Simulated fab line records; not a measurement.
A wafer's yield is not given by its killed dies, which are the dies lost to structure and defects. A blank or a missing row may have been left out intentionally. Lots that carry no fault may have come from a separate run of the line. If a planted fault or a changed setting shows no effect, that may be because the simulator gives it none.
Which of the tools did it? / flow berkeley_cmos170 / Sampling: 14 lots, 42 wafers, 3 of 331 route steps

== WHAT THE GAUGES SHOWED, per wafer ==
UCB170_M2_RS_MEAS_02: measures by four-point-probe.
lot=L248; measured=day 7 23:31; on=film_metro-02; M2_AL_RS (ohm/sq)=0.0322 0.0322 0.0324
lot=L249; measured=day 7 23:45; on=film_metro-01; M2_AL_RS (ohm/sq)=0.0327 0.0320 0.0326
lot=L247; measured=day 8 03:27; on=film_metro-01; M2_AL_RS (ohm/sq)=0.0317 0.0318 0.0319
lot=L251; measured=day 8 03:30; on=film_metro-02; M2_AL_RS (ohm/sq)=0.0325 0.0323 0.0324
lot=L250; measured=day 8 03:44; on=film_metro-04; M2_AL_RS (ohm/sq)=0.0323 0.0322 0.0319
lot=L253; measured=day 8 12:44; on=film_metro-01; M2_AL_RS (ohm/sq)=0.0318 0.0322 0.0321
lot=L252; measured=day 8 12:58; on=film_metro-04; M2_AL_RS (ohm/sq)=0.0324 0.0322 0.0324
lot=L256; measured=day 9 15:24; on=film_metro-04; M2_AL_RS (ohm/sq)=0.0319 0.0319 0.0319
lot=L257; measured=day 9 20:53; on=film_metro-04; M2_AL_RS (ohm/sq)=0.0869 0.0320 0.0322
lot=L258; measured=day 10 03:35; on=film_metro-04; M2_AL_RS (ohm/sq)=0.0944 0.0325 0.0322
lot=L267; measured=day 11 16:20; on=film_metro-01; M2_AL_RS (ohm/sq)=0.0318 0.0321 0.0318
lot=L268; measured=day 11 16:30; on=film_metro-02; M2_AL_RS (ohm/sq)=0.0323 0.0329 0.0322
lot=L269; measured=day 11 16:52; on=film_metro-01; M2_AL_RS (ohm/sq)=0.0322 0.0321 0.0322
lot=L270; measured=day 11 16:59; on=film_metro-04; M2_AL_RS (ohm/sq)=0.0322 0.0327 0.0322

UCB170_M2_THK_MEAS_03: measures by xrf.
lot=L248; measured=day 7 23:38; on=film_metro-02; M2_AL_THK (nm)=887 891 879
lot=L249; measured=day 7 23:52; on=film_metro-01; M2_AL_THK (nm)=880 898 878
lot=L247; measured=day 8 03:34; on=film_metro-01; M2_AL_THK (nm)=899 904 905
lot=L251; measured=day 8 03:36; on=film_metro-02; M2_AL_THK (nm)=877 888 881
lot=L250; measured=day 8 03:51; on=film_metro-04; M2_AL_THK (nm)=887 887 899
lot=L253; measured=day 8 12:50; on=film_metro-01; M2_AL_THK (nm)=899 890 891
lot=L252; measured=day 8 13:05; on=film_metro-04; M2_AL_THK (nm)=884 886 885
lot=L256; measured=day 9 15:30; on=film_metro-04; M2_AL_THK (nm)=901 891 899
lot=L257; measured=day 9 20:59; on=film_metro-04; M2_AL_THK (nm)=335 892 888
lot=L258; measured=day 10 03:41; on=film_metro-04; M2_AL_THK (nm)=309 882 895
lot=L267; measured=day 11 16:27; on=film_metro-01; M2_AL_THK (nm)=902 889 903
lot=L268; measured=day 11 16:37; on=film_metro-02; M2_AL_THK (nm)=889 880 891
lot=L269; measured=day 11 16:59; on=film_metro-01; M2_AL_THK (nm)=891 892 884
lot=L270; measured=day 11 17:06; on=film_metro-04; M2_AL_THK (nm)=887 880 887

== WHAT TOOL EACH LOT RAN ON (gives the tool, then ch and the chambers of the sampled wafers, and finally the start) ==
lot=L248; UCB170_M2_SPUTTER_01=pvd_sputter-02, day 7 23:25
lot=L249; UCB170_M2_SPUTTER_01=pvd_sputter-03, day 7 23:40
lot=L247; UCB170_M2_SPUTTER_01=pvd_sputter-02, day 8 03:22
lot=L251; UCB170_M2_SPUTTER_01=pvd_sputter-03, day 8 03:23
lot=L250; UCB170_M2_SPUTTER_01=pvd_sputter-01, day 8 03:38
lot=L253; UCB170_M2_SPUTTER_01=pvd_sputter-03, day 8 12:37
lot=L252; UCB170_M2_SPUTTER_01=pvd_sputter-02, day 8 12:52
lot=L256; UCB170_M2_SPUTTER_01=pvd_sputter-02, day 9 15:17
lot=L257; UCB170_M2_SPUTTER_01=pvd_sputter-02, day 9 20:47
lot=L258; UCB170_M2_SPUTTER_01=pvd_sputter-02, day 10 03:28
lot=L267; UCB170_M2_SPUTTER_01=pvd_sputter-01, day 11 16:14
lot=L268; UCB170_M2_SPUTTER_01=pvd_sputter-03, day 11 16:22
lot=L269; UCB170_M2_SPUTTER_01=pvd_sputter-01, day 11 16:46
lot=L270; UCB170_M2_SPUTTER_01=pvd_sputter-03, day 11 16:53
- UCB170_M2_SPUTTER_01: material Al, target thk 900 nm, time 120 s.

== AS READ BY THE TOOLS THEMSELVES (means over the sampled wafers that have a number; for cases with no such wafer, the mark the record gives instead) ==
UCB170_M2_SPUTTER_01.
lot=L248; tool=pvd_sputter-02; throttle_valve_pct (%)=30.5
lot=L249; tool=pvd_sputter-03; throttle_valve_pct (%)=30.1
lot=L247; tool=pvd_sputter-02; throttle_valve_pct (%)=30.1
lot=L251; tool=pvd_sputter-03; throttle_valve_pct (%)=30.2
lot=L250; tool=pvd_sputter-01; throttle_valve_pct (%)=29.8
lot=L253; tool=pvd_sputter-03; throttle_valve_pct (%)=30.0
lot=L252; tool=pvd_sputter-02; throttle_valve_pct (%)=29.4
lot=L256; tool=pvd_sputter-02; throttle_valve_pct (%)=30.0
lot=L257; tool=pvd_sputter-02; throttle_valve_pct (%)=30.2
lot=L258; tool=pvd_sputter-02; throttle_valve_pct (%)=30.2
lot=L267; tool=pvd_sputter-01; throttle_valve_pct (%)=29.8
lot=L268; tool=pvd_sputter-03; throttle_valve_pct (%)=30.1
lot=L269; tool=pvd_sputter-01; throttle_valve_pct (%)=28.2
lot=L270; tool=pvd_sputter-03; throttle_valve_pct (%)=29.9

== THE ANSWER, worked out from the rows above alone ==
Rule: usual is defined by the lots themselves. The widest of any qualifying gaps counts: lots, ordered by their means at a reading, are off when they make up no more than a third of the lots, leave a main group of 4 or more, and stand apart from it by 3 or more times the standard deviation of that group's means. A main group is skipped when, at the precision printed for the reading in the tables above, its means are all equal. A lot without any number at a reading at which 4 lots or more have one is off too. All remaining lots with rows at the step are treated as sound. First the gauges in route order, then the tools' own readings, where a lot's mean is used as printed above. The first step at which some lot is off is used, and at that step the reading that is off furthest; a lot without a number counts as furthest.
Off: L257, L258, seen at UCB170_M2_RS_MEAS_02 (M2_AL_RS). Mean 0.0322 ohm/sq and standard deviation 0.00022 in the main group.
A tool fits if, at a process step before that reading, it ran every lot that is off, and no sound lot after the first of them. Those tools and the gauges at UCB170_M2_RS_MEAS_02 are tried in the same way. One fits: pvd_sputter-02 at UCB170_M2_SPUTTER_01. Its last sound lot is L256 (day 9 15:17), its first lot that is off L257 (day 9 20:47): a fault that began between those two fits.

== WHAT THE SIMULATOR PUT IN ==
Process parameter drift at UCB170_M2_SPUTTER_01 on pvd_sputter-02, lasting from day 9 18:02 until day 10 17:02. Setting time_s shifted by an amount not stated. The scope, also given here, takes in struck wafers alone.
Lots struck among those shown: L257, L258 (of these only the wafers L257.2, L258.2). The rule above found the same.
